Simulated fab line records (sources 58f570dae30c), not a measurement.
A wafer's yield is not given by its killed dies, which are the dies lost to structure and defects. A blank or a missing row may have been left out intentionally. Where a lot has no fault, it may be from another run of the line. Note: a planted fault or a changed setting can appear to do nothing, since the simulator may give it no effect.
Which tool is to blame?	flow berkeleyCmos170	Sampling: 8 lots, 24 wafers, 2 of 331 route steps

WHAT THE GAUGES SHOWED, per wafer
UCB170_NWELL_THK_MEAS_05.
lot	measured	on	NWELL_NITRIDE_THK (nm)
L316	day 2 22:03	filmMetro-03	226.1 225.2 225.1
L319	day 3 09:10	filmMetro-02	221.8 222.4 221.3
L325	day 4 19:44	filmMetro-01	159.9 161.1 159.9
L327	day 5 03:34	filmMetro-03	160.0 159.4 159.0
L329	day 5 09:29	filmMetro-03	224.7 223.8 224.3
L331	day 5 16:59	filmMetro-03	223.3 222.8 224.2
L333	day 6 10:04	filmMetro-03	221.2 221.8 219.3
L338	day 7 06:32	filmMetro-03	223.9 224.3 223.9

EACH LOT AND THE TOOL THAT RAN IT (in order: tool; ch and the chambers of the sampled wafers; start)
lot	UCB170_NWELL_CVD_04
L316	lpcvd-01 ch 1, day 2 20:07
L319	lpcvd-01 ch 1, day 3 07:14
L325	lpcvd-01 ch 0, day 4 17:47
L327	lpcvd-01 ch 0, day 5 01:38
L329	lpcvd-02 ch 0, day 5 07:34
L331	lpcvd-02 ch 0, day 5 15:02
L333	lpcvd-02 ch 1, day 6 08:08
L338	lpcvd-02 ch 1, day 7 04:35
- UCB170_NWELL_CVD_04: deposits Si3N4 from SiH2Cl2/NH3, target thk 224 nm, time 3360 s.

THE ANSWER, worked out from the rows above alone
Rule: usual is defined by the lots themselves. Put in order of their means at a reading, lots are off if they are a third of the lots or fewer, leave a main group of 4 or more, and stand apart from it by a gap of 3 or more times the standard deviation of the main group's means; of several such gaps the widest counts. If all means in a main group match to the digits the tables above print for the reading, that group is not used. Also off: a lot with no number at a reading for which 4 or more lots have one. Any other lot the step has rows for is counted as sound.
Off: L325, L327, at UCB170_NWELL_THK_MEAS_05 (NWELL_NITRIDE_THK). Main group: mean 223.3 nm, sd 1.6.
If a tool, at a process step before that reading, ran all the lots that are off and no sound lot after the first of them, it fits. The gauges at UCB170_NWELL_THK_MEAS_05 are tried like those tools. One fits: UCB170_NWELL_CVD_04 on lpcvd-01. Its last sound lot is L319 (day 3 07:14), its first lot that is off L325 (day 4 17:47): a fault that began between those two fits.

WHAT THE SIMULATOR HAD PUT IN
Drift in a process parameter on lpcvd-01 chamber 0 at UCB170_NWELL_CVD_04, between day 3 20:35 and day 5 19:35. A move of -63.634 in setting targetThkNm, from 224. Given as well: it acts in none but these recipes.
Lots struck among those shown: L325, L327. The rule above found the same.
